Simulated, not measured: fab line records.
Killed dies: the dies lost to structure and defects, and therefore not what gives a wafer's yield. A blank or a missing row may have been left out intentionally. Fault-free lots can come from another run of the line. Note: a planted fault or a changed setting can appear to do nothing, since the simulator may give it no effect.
A struck lot beside a sound one    flow berkeley-cmos170    16 out of 331 route steps
Sound: these wafers, L764.1, L764.3, L764.4. Wafers L773.2, L773.5, L773.6 were the ones struck. The cause is given at the end.
At each step with rows: each side's tool, then ch and its chambers, then its first start. Under that, the readings that differ: sound wafers    struck wafers    difference of the means    sigmas: that difference in standard deviations of wafers without a fault.
alike: readings with means less than 2 such deviations apart, plus words and numbers identical on both sides. not compared: withheld readings, readings lacking a value on some wafer, bounds such as >300 that could conceal the same value, and numbers that have no deviation in the record and whose values overlap.
Wherever a step has rows on one side only, a row that says differs or no value, or a row with sigmas, the two part there. Non-overlapping numbers with no deviation appear without sigmas and do not part them. A reading that every wafer of one side lacks parts them only if that side has two wafers or more.

first, 1 step without rows for these wafers: UCB170_PWELL_OXIDATION_02 (target thk 26.4 nm, ox time 1260 s).
UCB170_PWELL_THK_MEAS_03:
  struck on film-metro-02, day 4 17:45; sound on film-metro-03, day 2 19:14
  alike: PWELL_OXIDE_THK
then, 2 steps without rows for these wafers: UCB170_PWELL_ANNEAL_04 (time 900 s); UCB170_PWELL_CVD_05 (deposits Si3N4 from SiH2Cl2/NH3, target thk 220 nm, time 3300 s).
UCB170_PWELL_THK_MEAS_06:
  struck on film-metro-03, day 4 22:35; sound on film-metro-01, day 3 01:00
  alike: PWELL_NITRIDE_THK
then, 6 steps without rows for these wafers: UCB170_PWELL_HMDS_07 (prime time 60 s); UCB170_PWELL_COAT_08 (resist thk 900 nm); UCB170_PWELL_SOFTBAKE_09 (time 60 s); UCB170_PWELL_EXPOSE_10 (exposes mask PWELL, target cd 3000 nm); UCB170_PWELL_PEB_11; UCB170_PWELL_DEVELOP_12 (develop time 45 s).
UCB170_PWELL_OVL_MEAS_13:
  struck on overlay-02, day 4 23:29; sound on overlay-02, day 3 02:14
  alike: PWELL_OVL
UCB170_PWELL_ETCH_14: etches Si3N4 in CH3F/Ar/O2, stops on SiO2, target depth 242 nm, time 151 s.
  sound on rie-diel-02 ch 0,1,2, day 3 02:16; struck on rie-diel-01 ch 1,2, day 4 23:31
reading                                       sound              struck             difference  sigmas
oes-product-au (a.u.)                         0.942 0.950 0.933  0.851 0.854 0.853  -0.089      -7
rf-fwd-power-W (W)                            448.2 445.0 451.5  271.5 266.3 271.1  -178.6      -99 or more
model.KrF_of_PWELL_COAT_08.thk-nm (nm)        724.7 724 727.4    767.3 768.1 766.5  +41.9       
model.etch.depth-nm (nm)                      220.5 219.8 217.9  187.3 188.6 186.4  -32.0       
model.SiO2_of_PWELL_OXIDATION_02.thk-nm (nm)  23.23 22.69 22.89  23.5 23.86 23.62   +0.7        
  alike: drypump-motor-current-A, throttle-valve-pct
  not compared: rf-hours-counter-h
following that, these wafers have no rows for 1 step: UCB170_PWELL_IMPLANT_15.
UCB170_PWELL_STRIP_16: strips in O2.
  sound on plasma-asher-02 ch 0,1, day 3 02:31; struck on plasma-asher-04 ch 0,1, day 4 23:46
reading                       sound              struck             difference  sigmas
drypump-motor-current-A (A)   5.1 5.9 5.1        6.0 6.0 6.3        +0.7        +2
strip-time-to-endpoint-s (s)  18.09 18.08 18.16  19.10 19.14 19.09  +1.00       +13
  alike: oes-product-au
  not compared: rf-hours-counter-h
UCB170_PWELL_TW_MEAS_17:
  struck on film-metro-03, day 4 23:52; sound on film-metro-02, day 3 02:37
reading   sound        struck       difference  sigmas
PWELL_TW  377 377 377  368 370 367  -9          -2

== WHERE THEY PART ==
First at UCB170_PWELL_ETCH_14; last, within this record, at UCB170_PWELL_TW_MEAS_17.

WHY: what the simulator had put in
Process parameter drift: rie-diel-01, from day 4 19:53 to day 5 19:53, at UCB170_PWELL_ETCH_14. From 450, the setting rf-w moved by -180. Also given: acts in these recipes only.
